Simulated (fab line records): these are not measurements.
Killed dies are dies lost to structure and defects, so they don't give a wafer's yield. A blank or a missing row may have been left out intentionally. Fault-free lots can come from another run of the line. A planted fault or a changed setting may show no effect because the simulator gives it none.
Check of tool commonality + flow ritCmos + Lots sampled 14, wafers sampled 42

REASON IT WAS OPENED
At RIT_GATE_THK_MEAS_07 the reading GATE_OXIDE_THK is flagged on 2 of 14 lots. Fault-free wafers read 3.05 nm, with a standard deviation of 0.073.
Rule: a lot gets a flag if all its wafers with a number sit over 4 standard deviations from that mean, or if no wafer of it has a number. All remaining lots are regarded as sound.

| lot  | measured    | on           | GATE_OXIDE_THK (nm), wafer by wafer | flag    |
|------|-------------|--------------|-------------------------------------|---------|
| L115 | day 2 22:10 | filmMetro-04 | 2.99 2.97 2.99                      |         |
| L117 | day 3 06:14 | filmMetro-02 | 3.06 3.00 2.99                      |         |
| L118 | day 3 14:31 | filmMetro-02 | 3.05 3.07 3.14                      |         |
| L120 | day 3 21:17 | filmMetro-02 | 3.10 3.08 3.13                      |         |
| L121 | day 4 01:10 | filmMetro-04 | 3.11 3.17 3.02                      |         |
| L122 | day 4 06:13 | filmMetro-04 | 2.95 2.99 3.02                      |         |
| L124 | day 4 14:19 | filmMetro-03 | 2.95 2.98 2.92                      |         |
| L126 | day 4 22:53 | filmMetro-04 | 3.11 3.16 3.09                      |         |
| L127 | day 5 04:12 | filmMetro-02 | 3.04 3.10 3.14                      |         |
| L128 | day 5 12:49 | filmMetro-04 | 3.09 3.07 3.02                      |         |
| L129 | day 5 15:26 | filmMetro-04 | 3.08 3.02 3.03                      |         |
| L131 | day 6 01:10 | filmMetro-03 | 2.98 3.09 3.01                      |         |
| L136 | day 7 01:50 | filmMetro-04 | 3.58 3.66 3.59                      | FLAGGED |
| L137 | day 7 10:31 | filmMetro-02 | 3.60 3.55 3.55                      | FLAGGED |
The mean of the flagged lots' numbers is 3.59 nm, +0.54 nm from the usual (+7 standard deviations).

EACH LOT AND THE TOOL IT RAN ON
The record holds 1 process step before the reading, out of a route of 202 steps. Every cell lists first the tool, next ch and the chambers used by the sampled wafers, and last the start.
| lot  | flag    | RIT_GATE_OXIDATION_05        |
|------|---------|------------------------------|
| L115 |         | furnace-04 ch 0, day 2 16:23 |
| L117 |         | furnace-01 ch 0, day 3 04:54 |
| L118 |         | furnace-01 ch 0, day 3 11:09 |
| L120 |         | furnace-01 ch 0, day 3 18:38 |
| L121 |         | furnace-01 ch 0, day 3 23:49 |
| L122 |         | furnace-01 ch 0, day 4 03:41 |
| L124 |         | furnace-03 ch 0, day 4 12:59 |
| L126 |         | furnace-01 ch 0, day 4 21:32 |
| L127 |         | furnace-04 ch 0, day 5 02:52 |
| L128 |         | furnace-01 ch 0, day 5 08:56 |
| L129 |         | furnace-03 ch 0, day 5 13:38 |
| L131 |         | furnace-03 ch 0, day 5 23:04 |
| L136 | FLAGGED | furnace-01 ch 0, day 6 23:45 |
| L137 | FLAGGED | furnace-01 ch 0, day 7 06:51 |
These steps, and what they do:
- RIT_GATE_OXIDATION_05: target thk 3 nm, ox time 270 s.
- RIT_GATE_THK_MEAS_07

FLAGGED OVER TOTAL, TOOL BY TOOL (the gauges that took the reading come last)
| step                  | tool         | lots run | flagged | share of the flagged lots | sound lots run after its first flagged lot |
|-----------------------|--------------|----------|---------|---------------------------|--------------------------------------------|
| RIT_GATE_OXIDATION_05 | furnace-01   | 9        | 2       | all                       | 0                                          |
| RIT_GATE_OXIDATION_05 | furnace-03   | 3        | 0       | none                      | -                                          |
| RIT_GATE_OXIDATION_05 | furnace-04   | 2        | 0       | none                      | -                                          |
| RIT_GATE_THK_MEAS_07  | filmMetro-02 | 5        | 1       | some                      | 0                                          |
| RIT_GATE_THK_MEAS_07  | filmMetro-03 | 2        | 0       | none                      | -                                          |
| RIT_GATE_THK_MEAS_07  | filmMetro-04 | 7        | 1       | some                      | 0                                          |

WHAT THE TABLE ALLOWS
Rows of the table that ran each flagged lot: 1, that is furnace-01 at RIT_GATE_OXIDATION_05.
- furnace-01 at RIT_GATE_OXIDATION_05: 2 of its 9 lots flagged. A fault beginning between L128 (day 5 08:56), its last sound lot, and L136 (day 6 23:45), its first flagged one, fits the data.
furnace-01 at RIT_GATE_OXIDATION_05 is the single tool remaining.

WHAT HAD BEEN PUT IN BY THE SIMULATOR
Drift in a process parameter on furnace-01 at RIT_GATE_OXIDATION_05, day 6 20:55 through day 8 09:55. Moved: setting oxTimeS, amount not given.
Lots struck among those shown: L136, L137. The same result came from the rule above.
